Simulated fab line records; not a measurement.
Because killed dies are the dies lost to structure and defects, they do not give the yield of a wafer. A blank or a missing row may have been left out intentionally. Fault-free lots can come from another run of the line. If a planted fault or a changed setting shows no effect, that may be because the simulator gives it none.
A struck lot beside a sound one | flow ritCmos | 15 out of 202 route steps
Sound: wafers L164.1, L164.3, L164.5. Wafers struck: L172.1, L172.2, L172.6. Last of all comes the cause.
Each step with rows lists, per side, the tool, then ch with its chambers, then its first start. Under that, the readings that differ: sound wafers | struck wafers | difference of the means | sigmas: that difference in standard deviations of wafers without a fault.
alike: same words and numbers on both sides, and readings whose means sit less than 2 such deviations apart. not compared: any withheld reading, any reading some wafer has no value for, any bound like >300 that may hide the same value, and any number with overlapping values for which the record gives no deviation.
A row with sigmas, a row that says differs or no value, or rows on one side alone: a step with any of these is where the two part. When numbers do not overlap yet have no deviation, they are printed without sigmas and do not part them. A reading that every wafer of one side lacks parts them only if that side has two wafers or more.

first, 1 step without rows for these wafers: RIT_PRETRO_DEVELOP_05 (develop time 68 s).
RIT_PRETRO_OVL_MEAS_06:
  sound on overlay-01 at day 2 09:55; struck on overlay-01 at day 4 01:59
  alike: PRETRO_OVL
then, 2 steps without rows for these wafers: RIT_PRETRO_HARDBAKE_07 (time 120 s); RIT_PRETRO_IMPLANT_08.
RIT_PRETRO_STRIP_09: strips in O2, time 180 s.
  sound on plasmaAsher-02 ch 0,1, day 2 10:21; struck on plasmaAsher-02 ch 0,1, day 4 02:25
  alike: drypumpMotorCurrentA
  not compared: rfHoursCounterH
RIT_PRETRO_TW_MEAS_10:
  sound on filmMetro-01 at day 2 10:31; struck on filmMetro-03 at day 4 02:35
  alike: PRETRO_TW
then, 5 steps without rows for these wafers: RIT_GATE_WET_ETCH_00 (etches SiO2 in BOE, target depth 56 nm, time 60 s); RIT_GATE_CLEAN_01 (cleans in SC1, time 600 s); RIT_GATE_CLEAN_02 (cleans in dHF, time 30 s); RIT_GATE_CLEAN_03 (cleans in SC2, time 600 s); RIT_GATE_CLEAN_04 (cleans in dHF, time 60 s).
RIT_FOX2_THK_MEAS_91:
  sound on filmMetro-02 at day 2 11:01; struck on filmMetro-01 at day 4 03:04
  alike: FIELD_OXIDE_LEFT_2_THK
RIT_GATE_OXIDATION_05: target thk 3 nm, ox time 270 s.
  sound on furnace-04 ch 0, day 2 11:04; struck on furnace-04 ch 0, day 4 03:24
reading                                    | sound                | struck             | difference | sigmas
spikeTcCentreC (C)                         | 905.3 905.7 903.6    | 898.9 899.9 898.2  | -5.9       | -5
spikeTcSourceC (C)                         | 923.2 920.8 922.5    | 916.6 916.4 914.7  | -6.3       | -3
tubeCenterTempC (C)                        | 899.99 900.12 899.98 | 894.9 895.15 894.9 | -5.0       | -59
tube_center_temp_C_max                     | 902.5 902.3 902.2    | 897.6 897.2 897.8  | -4.8       | -12
model.SiO2_of_GATE_OXIDATION_05.thkNm (nm) | 2.985 2.971 2.937    | 2.931 2.889 2.904  | -0.056     | 
then, 1 step without rows for these wafers: RIT_GATE_ANNEAL_06 (time 600 s).
RIT_M1_PROBE_99:
  sound on prober-01 at day 3 12:44; struck on prober-01 at day 5 06:10
reading                          | sound             | struck            | difference | sigmas
killed_at_M0_to_M3               | 0 1 0             | 0 0 0             | +0         | -4
model.etest.pmos_0p3.rOnOhmUm    | 6308 6247 6236    | 6194 6094 6061    | -147       | 
model.etest.nmos_0p3.rOnOhmUm    | 2177 2169 2169    | 2118 2104 2107    | -62        | 
model.etest.nmosNarrow.driveUaUm | 231.1 231.4 233.4 | 233.8 240 236.4   | +4.8       | 
model.etest.nmos_0p3.driveUaUm   | 227.9 228.1 231.5 | 232.9 237.8 237.5 | +6.9       | 
  alike: killedAtContacts, killedAtFrontEnd, killedDies, killedOnRim, killedOpen, killedShort
  not compared: model.etest.pmos_0p15.driveUaUm, model.etest.pmos_0p3.driveUaUm, model.etest.pmosNarrow.driveUaUm, model.etest.nmos_0p15.swingMvDec

WHERE THEY PART
Last at RIT_M1_PROBE_99 as far as this record goes, first at RIT_GATE_OXIDATION_05.

WHY: the cause the simulator had injected
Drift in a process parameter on furnace-04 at RIT_GATE_OXIDATION_05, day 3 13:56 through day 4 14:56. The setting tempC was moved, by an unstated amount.
